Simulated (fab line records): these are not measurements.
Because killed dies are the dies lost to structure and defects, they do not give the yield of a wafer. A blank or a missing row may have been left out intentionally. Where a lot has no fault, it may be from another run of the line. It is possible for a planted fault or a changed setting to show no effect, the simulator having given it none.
fab line records | flow rit_cmos
[record] lots = 14 wafers = 42 last_day = 7
route steps=202 shown NSD@137 SILICIDE@162 M1@202
lots untouched by any fault: they come from a run of this same line in which no faults occurred
start_h: hours from the record's first day to the start of the lot's first wafer shown | wait_h: time in hours since the lot's previous step | " same as the row above | L1.1+2: a single row standing in for several wafers | - no value, or no start was given | * or withheld: withheld | < > ~ a bound
route shown NAME@n: NAME is a module with steps in the file, n the number in the route of the first one | usual: mean and standard deviation over wafers with no fault | same: alike in all rows | chamber/n: place in a boat | sites: readings site by site | _std_site: their standard deviation | _edge_site: outer sites' mean less inner sites' | radius_mm: for every site, how far away it sits from the centre of the wafer | mask NAME#n: copy n | behind: tool/chamber where the wafer was last shaped | hold: reason for holding the lot/hours on hold/outcome of the hold | device: the n, p or np transistor that did not switch | end of line: the tests these same wafers got at the end of their route | step lacking rows: just its recipe | killed: at the first sort, the dies lost to defects and structure; wafer yield is something else | map: shows each die of a wafer: x if killed, . if not, _ if none is there
set.NAME: setting as actually run; set.NAME@STEP: the setting as run at that earlier step | model.NAME: the simulator's own value behind a step, which no gauge read
a sample of lots followed through the steps of the route, with each step as a table and each wafer as a row
services: a tool's chamber out of use, with start hour (start_h, from the record's first day; less than 0 if before it), hours out, and reason
[[steps]]
[step RIT_NSD_OVL_MEAS_06]
[usual] NSD_OVL = 1.1/1.3
// columns lot.wafer tool chamber start_h wait_h NSD_OVL[nm]
L392.1 overlay-01 - 53.12 - 1.5
L392.5 " - " " 2.7
L392.6 " - " " 0.9
L394.4 overlay-01 - 64.10 - 2.0
L394.5 " - " " 1.3
L394.6 " - " " 1.2
L395.1 overlay-01 - 66.35 - 1.0
L395.3 " - " " 0.2
L395.6 " - " " 0.1
L396.2 overlay-02 - 72.23 - 0.1
L396.4 " - " " -1.0
L396.6 " - " " 0.7
L397.1 overlay-02 - 76.73 - 0.1
L397.3 " - " " -2.1
L397.6 " - " " 0.3
L398.2 overlay-01 - 81.10 - 3.3
L398.4 " - " " 3.6
L398.5 " - " " 1.6
L399.1 overlay-01 - 83.54 - 2.2
L399.4 " - " " 2.4
L399.6 " - " " 2.3
L400.1 overlay-01 - 94.08 - 2.6
L400.5 " - " " 1.1
L400.6 " - " " 1.1
L402.1 overlay-02 - 99.17 - 0.6
L402.5 " - " " 0.1
L402.6 " - " " -1.7
L403.2 overlay-02 - 104.03 - 0.0
L403.4 " - " " 0.3
L403.5 " - " " 0.1
L405.1 overlay-01 - 117.56 - 2.4
L405.4 " - " " 2.2
L405.5 " - " " 2.9
L409.2 overlay-02 - 136.78 - 2.1
L409.5 " - " " 1.2
L409.6 " - " " 1.1
L411.1 overlay-01 - 146.94 - 1.2
L411.2 " - " " -2.0
L411.4 " - " " 0.1
L414.1 overlay-01 - 162.89 - 1.5
L414.2 " - " " 1.7
L414.4 " - " " 2.9
[step RIT_NSD_STRIP_09]
[recipe] chemistry = O2 time_s = 180 resist = NOVOLAK platen_temp_c = withheld power_w = 500 pressure_mtorr = 4000 o2_flow_sccm = 4000
[usual] drypump_motor_current_A = 6.0/0.38
// columns lot.wafer tool chamber start_h wait_h drypump_motor_current_A rf_hours_counter_h
L392.1 plasma_asher-02 1 53.46 0.1 6.5 41
L392.5 " 0 " " 5.3 -
L392.6 " 1 " " 6.5 -
L394.4 plasma_asher-01 0 64.48 0.1 6.3 -
L394.5 " 1 " " 5.9 -
L394.6 " 0 " " 6.3 -
L395.1 plasma_asher-01 0 66.68 0.1 6.3 43
L395.3 " 0 " " 6.3 -
L395.6 " 1 " " 5.9 -
L396.2 plasma_asher-02 1 72.56 0.1 6.5 44
L396.4 " 1 " " 6.5 -
L396.6 " 0 " " 5.2 -
L397.1 plasma_asher-04 1 77.06 0.1 6.1 30
L397.3 " 1 " " 6.1 -
L397.6 " 0 " " 6.0 -
L398.2 plasma_asher-04 1 81.43 0.1 6.1 30
L398.4 " 0 " " 6.0 -
L398.5 " 0 " " 6.0 -
L399.1 plasma_asher-04 0 83.88 0.1 6.0 31
L399.4 " 1 " " 6.1 -
L399.6 " 0 " " 6.0 -
L400.1 plasma_asher-01 0 94.41 0.1 6.3 46
L400.5 " 0 " " 6.3 -
L400.6 " 1 " " 5.9 -
L402.1 plasma_asher-04 1 99.50 0.1 6.1 32
L402.5 " 0 " " 6.0 -
L402.6 " 1 " " 6.1 -
L403.2 plasma_asher-01 1 104.36 0.1 5.9 47
L403.4 " 1 " " 5.9 -
L403.5 " 1 " " 5.9 -
L405.1 plasma_asher-04 0 117.89 0.1 6.0 35
L405.4 " 1 " " 6.1 -
L405.5 " 1 " " 6.1 -
L409.2 plasma_asher-04 0 137.11 0.1 6.0 37
L409.5 " 1 " " 6.1 -
L409.6 " 0 " " 6.0 -
L411.1 plasma_asher-02 0 147.27 0.1 5.3 53
L411.2 " 1 " " 6.5 53
L411.4 " 0 " " 5.2 -
L414.1 plasma_asher-02 0 163.23 0.1 5.3 55
L414.2 " 1 " " 6.5 55
L414.4 " 1 " " 6.5 -
[step RIT_SILICIDE_SPUTTER_01]
[recipe] material = Ti target_thk_nm = 30 power_w = 350 chamber_pressure_pa = 0.667 gas = Ar time_s = 240 substrate_temp_c = 25
[usual] throttle_valve_pct = 30.1/0.83
// columns lot.wafer tool chamber start_h wait_h throttle_valve_pct
L392.1 pvd_sputter-01 - 56.17 0.0 30.6
L392.5 " - " " 30.7
L392.6 " - " " 28.6
L394.4 pvd_sputter-01 - 67.12 0.0 30.6
L394.5 " - " " 31.0
L394.6 " - " " 30.1
L395.1 pvd_sputter-02 - 69.25 0.0 29.8
L395.3 " - " " 31.7
L395.6 " - " " 30.2
L396.2 pvd_sputter-01 - 75.24 0.0 30.2
L396.4 " - " " 28.7
L396.6 " - " " 30.2
L397.1 pvd_sputter-03 - 79.83 0.0 29.8
L397.3 " - " " 30.7
L397.6 " - " " 28.8
L398.2 pvd_sputter-01 - 84.21 0.0 30.1
L398.4 " - " " 28.5
L398.5 " - " " 30.6
L399.1 pvd_sputter-02 - 86.48 0.0 31.9
L399.4 " - " " 30.5
L399.6 " - " " 30.4
L400.1 pvd_sputter-01 - 97.13 0.0 30.4
L400.5 " - " " 28.7
L400.6 " - " " 30.2
L402.1 pvd_sputter-01 - 102.09 0.0 28.5
L402.5 " - " " 30.0
L402.6 " - " " 28.5
L403.2 pvd_sputter-03 - 107.10 0.0 30.8
L403.4 " - " " 31.0
L403.5 " - " " 29.6
L405.1 pvd_sputter-03 - 120.97 0.0 29.8
L405.4 " - " " 31.1
L405.5 " - " " 31.2
L409.2 pvd_sputter-03 - 140.04 0.0 29.9
L409.5 " - " " 30.8
L409.6 " - " " 29.6
L411.1 pvd_sputter-03 - 150.03 0.0 29.9
L411.2 " - " " 30.9
L411.4 " - " " 31.2
L414.1 pvd_sputter-01 - 166.27 0.0 30.7
L414.2 " - " " 30.6
L414.4 " - " " 30.2
[step RIT_SILICIDE_RS_MEAS_02]
[recipe] thk_meas_gauge = four-point-probe reads = Ti_of_SILICIDE_SPUTTER_01
[usual] SILICIDE_TI_RS = 47.8/0.75
// columns lot.wafer tool chamber start_h wait_h SILICIDE_TI_RS[ohm/sq]
L392.1 film_metro-03 - 56.32 0.1 47.4
L392.5 " - " " 47.1
L392.6 " - " " 47.9
L394.4 film_metro-02 - 67.33 0.1 47.0
L394.5 " - " " 46.7
L394.6 " - " " 47.1
L395.1 film_metro-03 - 69.40 0.1 47.9
L395.3 " - " " 47.3
L395.6 " - " " 47.9
L396.2 film_metro-04 - 75.41 0.1 48.7
L396.4 " - " " 48.3
L396.6 " - " " 49.1
L397.1 film_metro-04 - 79.98 0.1 48.1
L397.3 " - " " 48.2
L397.6 " - " " 47.6
L398.2 film_metro-03 - 84.38 0.1 49.6
L398.4 " - " " 48.2
L398.5 " - " " 48.5
L399.1 film_metro-02 - 86.63 0.1 47.7
L399.4 " - " " 47.4
L399.6 " - " " 48.1
L400.1 film_metro-02 - 97.28 0.1 47.0
L400.5 " - " " 48.0
L400.6 " - " " 47.9
L402.1 film_metro-03 - 102.24 0.1 49.3
L402.5 " - " " 49.4
L402.6 " - " " 49.2
L403.2 film_metro-03 - 107.27 0.1 47.1
L403.4 " - " " 47.0
L403.5 " - " " 47.7
L405.1 film_metro-04 - 121.12 0.1 48.7
L405.4 " - " " 47.8
L405.5 " - " " 48.2
L409.2 film_metro-04 - 140.21 0.1 80.9
L409.5 " - " " 79.6
L409.6 " - " " 79.6
L411.1 film_metro-04 - 150.18 0.1 81.3
L411.2 " - " " 80.7
L411.4 " - " " 78.8
L414.1 film_metro-02 - 166.42 0.1 47.5
L414.2 " - " " 47.5
L414.4 " - " " 48.5
[step RIT_SILICIDE_THK_MEAS_03]
[recipe] thk_meas_gauge = xrf reads = Ti_of_SILICIDE_SPUTTER_01
[usual] SILICIDE_TI_THK = 30.0/0.45
// columns lot.wafer tool chamber start_h wait_h SILICIDE_TI_THK[nm]
L392.1 film_metro-03 - 56.44 0.1 30.3
L392.5 " - " " 30.3
L392.6 " - " " 30.0
L394.4 film_metro-02 - 67.42 0.1 30.7
L394.5 " - " " 30.7
L394.6 " - " " 30.6
L395.1 film_metro-03 - 69.52 0.1 30.0
L395.3 " - " " 30.2
L395.6 " - " " 30.0
L396.2 film_metro-04 - 75.52 0.1 29.4
L396.4 " - " " 29.7
L396.6 " - " " 29.1
L397.1 film_metro-04 - 80.10 0.1 29.6
L397.3 " - " " 29.8
L397.6 " - " " 30.0
L398.2 film_metro-03 - 84.49 0.1 29.0
L398.4 " - " " 29.5
L398.5 " - " " 29.5
L399.1 film_metro-02 - 86.75 0.1 30.2
L399.4 " - " " 30.1
L399.6 " - " " 29.9
L400.1 film_metro-02 - 97.40 0.1 30.6
L400.5 " - " " 30.1
L400.6 " - " " 30.1
L402.1 film_metro-03 - 102.36 0.1 29.2
L402.5 " - " " 29.1
L402.6 " - " " 29.3
L403.2 film_metro-03 - 107.38 0.1 30.2
L403.4 " - " " 30.3
L403.5 " - " " 29.9
L405.1 film_metro-04 - 121.24 0.1 29.6
L405.4 " - " " 30.1
L405.5 " - " " 29.8
L409.2 film_metro-04 - 140.32 0.1 19.7
L409.5 " - " " 20.0
L409.6 " - " " 20.0
L411.1 film_metro-04 - 150.30 0.1 19.7
L411.2 " - " " 19.8
L411.4 " - " " 20.1
L414.1 film_metro-02 - 166.54 0.1 30.3
L414.2 " - " " 30.3
L414.4 " - " " 29.8
[step RIT_SILICIDE_RTA_06]
[recipe] temp_c = 750 time_s = 10 idle_temp_c = 25 ramp_up_s = 5 ramp_down_s = 10 cool_to_c = 25 ambient = N2
[usual] wafer_temp_C_max = 754.7/1.6
// columns lot.wafer tool chamber start_h wait_h wafer_temp_C_max
L392.1 rtp_anneal-02 0 56.62 0.0 755.5
L392.5 " 0 " " 756.6
L392.6 " 0 " " 754.9
L394.4 rtp_anneal-02 0 67.62 0.0 756.5
L394.5 " 0 " " 756.2
L394.6 " 0 " " 755.1
L395.1 rtp_anneal-01 0 69.69 0.0 752.7
L395.3 " 0 " " 753.0
L395.6 " 0 " " 752.1
L396.2 rtp_anneal-02 0 75.69 0.0 755.4
L396.4 " 0 " " 755.1
L396.6 " 0 " " 755.5
L397.1 rtp_anneal-01 0 80.27 0.0 752.6
L397.3 " 0 " " 753.7
L397.6 " 0 " " 752.8
L398.2 rtp_anneal-02 0 84.66 0.0 754.6
L398.4 " 0 " " 755.5
L398.5 " 0 " " 754.2
L399.1 rtp_anneal-01 0 86.92 0.0 752.4
L399.4 " 0 " " 752.7
L399.6 " 0 " " 752.1
L400.1 rtp_anneal-02 0 97.57 0.0 756.8
L400.5 " 0 " " 755.0
L400.6 " 0 " " 755.5
L402.1 rtp_anneal-02 0 102.53 0.0 756.1
L402.5 " 0 " " 756.3
L402.6 " 0 " " 757.2
L403.2 rtp_anneal-01 0 107.55 0.0 753.5
L403.4 " 0 " " 752.9
L403.5 " 0 " " 752.8
L405.1 rtp_anneal-01 0 121.41 0.0 751.4
L405.4 " 0 " " 752.3
L405.5 " 0 " " 752.2
L409.2 rtp_anneal-01 0 140.49 0.0 753.0
L409.5 " 0 " " 754.0
L409.6 " 0 " " 753.9
L411.1 rtp_anneal-01 0 150.48 0.0 753.1
L411.2 " 0 " " 752.7
L411.4 " 0 " " 753.2
L414.1 rtp_anneal-02 0 166.71 0.0 756.2
L414.2 " 0 " " 757.0
L414.4 " 0 " " 755.3
[step RIT_M1_PROBE_99]
[usual] killed_at_M0_to_M3 = 0.0/0.23 killed_at_contacts = 0.1/0.34 killed_at_front_end = 6.9/2.8 killed_dies = 7.1/2.8 killed_open = 3.4/1.9 killed_short = 3.6/1.7
[same] gross_dies = 264 killed_at_M4_up = 0 killed_at_back_side = 0 killed_at_other = 0
// columns lot.wafer tool chamber start_h wait_h killed_at_M0_to_M3 killed_at_contacts killed_at_front_end killed_dies killed_open killed_short
L392.1 prober-01 - 63.51 0.1 0 0 4 4 1 3
L392.5 prober-01 - 63.71 0.2 0 0 14 14 4 10
L392.6 prober-01 - 63.76 0.2 0 1 8 9 5 4
L397.1 prober-02 - 86.58 0.1 0 0 8 8 3 5
L397.3 prober-02 - 86.68 0.2 0 0 8 8 2 6
L397.6 prober-02 - 86.83 0.2 0 0 8 8 4 4
L398.2 prober-01 - 91.17 0.1 0 0 5 5 3 2
L398.4 prober-01 - 91.27 0.2 0 0 10 10 3 7
L398.5 prober-01 - 91.32 0.2 0 0 4 4 2 2
L400.1 prober-01 - 104.25 0.1 0 0 6 6 3 3
L400.5 prober-01 - 104.45 0.2 0 0 6 6 3 3
L400.6 prober-01 - 104.50 0.2 0 0 9 9 6 3
L402.1 prober-01 - 109.29 0.1 0 0 6 6 2 4
L402.5 prober-01 - 109.49 0.2 0 1 9 10 6 3
L402.6 prober-01 - 109.54 0.2 1 2 6 9 2 4
L403.2 prober-02 - 114.19 0.1 0 0 6 6 4 2
L403.4 prober-02 - 114.29 0.2 0 0 4 4 4 0
L403.5 prober-02 - 114.34 0.2 0 0 8 8 3 5
L405.1 prober-02 - 128.48 0.1 0 1 1 2 1 1
L405.4 prober-02 - 128.63 0.2 0 0 8 8 4 4
L405.5 prober-02 - 128.68 0.2 0 0 6 6 1 5
// killed by level:class
L392.1 GATE:geometric_particle:short=1 REOX:geometric_particle:short=1 SPACER:geometric_particle:open=1 SPACER:geometric_particle:short=1
L392.5 GATE:geometric_particle:short=3 SPACER:geometric_particle:short=3 FOX1:geometric_particle:open=2 SILICIDE:geometric_particle:short=2 FOX1:geometric_particle:short=1 GATE:geometric_particle:open=1 REOX:geometric_particle:short=1 SPACER:geometric_particle:open=1
L392.6 FOX1:geometric_particle:short=2 SPACER:geometric_particle:open=2 FOX2:geometric_particle:open=1 FOX2:geometric_particle:short=1 REOX:geometric_particle:open=1 REOX:geometric_particle:short=1 CONTACT:geometric_particle:open=1
L397.1 GATE:geometric_particle:short=3 REOX:geometric_particle:short=2 FOX2:geometric_particle:open=1 GATE:geometric_particle:open=1 SPACER:geometric_particle:open=1
L397.3 GATE:geometric_particle:short=3 GATE:geometric_particle:open=2 REOX:geometric_particle:short=2 FOX1:geometric_particle:short=1
L397.6 REOX:geometric_particle:short=2 FOX1:geometric_particle:open=1 GATE:geometric_particle:open=1 SPACER:geometric_particle:open=1 SPACER:geometric_particle:short=1 SILICIDE:geometric_particle:short=1 SILICIDE:geometric_particle:open=1
L398.2 SPACER:geometric_particle:open=3 FOX2:geometric_particle:short=1 GATE:geometric_particle:short=1
L398.4 SILICIDE:geometric_particle:short=3 GATE:geometric_particle:open=2 GATE:geometric_particle:short=2 REOX:geometric_particle:short=1 SPACER:geometric_particle:open=1 SPACER:geometric_particle:short=1
L398.5 FOX2:geometric_particle:short=1 FOX2:geometric_particle:open=1 GATE:geometric_particle:open=1 REOX:geometric_particle:short=1
L400.1 FOX1:geometric_particle:open=2 FOX1:geometric_particle:short=1 GATE:geometric_particle:short=1 REOX:geometric_particle:open=1 REOX:geometric_particle:short=1
L400.5 SILICIDE:geometric_particle:short=2 FOX1:geometric_particle:open=1 FOX2:geometric_particle:short=1 GATE:geometric_particle:open=1 SPACER:geometric_particle:open=1
L400.6 GATE:geometric_particle:open=6 FOX2:geometric_particle:short=1 REOX:geometric_particle:short=1 SILICIDE:geometric_particle:short=1
L402.1 REOX:geometric_particle:short=2 SPACER:geometric_particle:short=2 GATE:geometric_particle:open=1 SPACER:geometric_particle:open=1
L402.5 SPACER:geometric_particle:open=3 FOX2:geometric_particle:open=2 SILICIDE:geometric_particle:short=2 FOX2:geometric_particle:short=1 SILICIDE:geometric_particle:open=1 CONTACT:coat_microbubble_printed=1
L402.6 FOX2:geometric_particle:short=2 CONTACT:coat_microbubble_printed=2 FOX2:geometric_particle:open=1 GATE:geometric_particle:short=1 REOX:geometric_particle:open=1 SILICIDE:geometric_particle:short=1 M1:coat_microbubble_printed=1
L403.2 FOX1:geometric_particle:open=1 FOX1:geometric_particle:short=1 GATE:geometric_particle:open=1 SPACER:geometric_particle:open=1 SPACER:geometric_particle:short=1 SILICIDE:geometric_particle:open=1
L403.4 GATE:geometric_particle:open=2 REOX:geometric_particle:open=1 SILICIDE:geometric_particle:open=1
L403.5 SILICIDE:geometric_particle:short=3 GATE:geometric_particle:short=2 GATE:geometric_particle:open=2 REOX:geometric_particle:open=1
L405.1 FOX1:geometric_particle:short=1 CONTACT:geometric_particle:open=1
L405.4 GATE:geometric_particle:short=2 SILICIDE:geometric_particle:open=2 FOX1:geometric_particle:short=1 REOX:geometric_particle:open=1 SPACER:geometric_particle:open=1 SPACER:geometric_particle:short=1
L405.5 GATE:geometric_particle:short=2 REOX:geometric_particle:short=1 SPACER:geometric_particle:short=1 SPACER:geometric_particle:open=1 SILICIDE:geometric_particle:short=1
[[services]]
// columns tool chamber start_h hours kind
plasma_asher-02 - 40.67 2.8 pm
rtp_anneal-01 - 42.46 24.4 pm
pvd_sputter-03 - 69.20 2.3 repair
plasma_asher-01 - 111.83 4.1 repair
plasma_asher-04 - 159.44 14.6 pm
rtp_anneal-02 - 160.64 4.9 pm
[[key]]
[first_sign] step = RIT_SILICIDE_RS_MEAS_02 reading = SILICIDE_TI_RS direction = up sigmas = 43 usual = 47.8 struck = 80.2
[effect] step = RIT_SILICIDE_THK_MEAS_03 reading = SILICIDE_TI_THK direction = down sigmas = 23 usual = 30.0 struck = 19.9
met_at RIT_SILICIDE_SPUTTER_01
struck_lots L409,L411
tester_left_out L409,L411
not_acting_at RIT_NSD_OVL_MEAS_06,RIT_NSD_STRIP_09,RIT_SILICIDE_RTA_06
onset_between 120.97 140.04
[fault] kind = process_parameter_drift tool = pvd_sputter-03 chamber = - onset_h = 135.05 steps = RIT_SILICIDE_SPUTTER_01 channel = target_thk_nm offset = -10.076 shape = step end_h = 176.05 acts_in = these_recipes_only stated = 30
// tester_left_out: of these lots the tester's yield and bins aren't shown, on N5 and GAA mostly nor the transistor test; their killed dies are dies lost to structure and defects alone, not to doping, threshold or leakage, so they don't give the yield
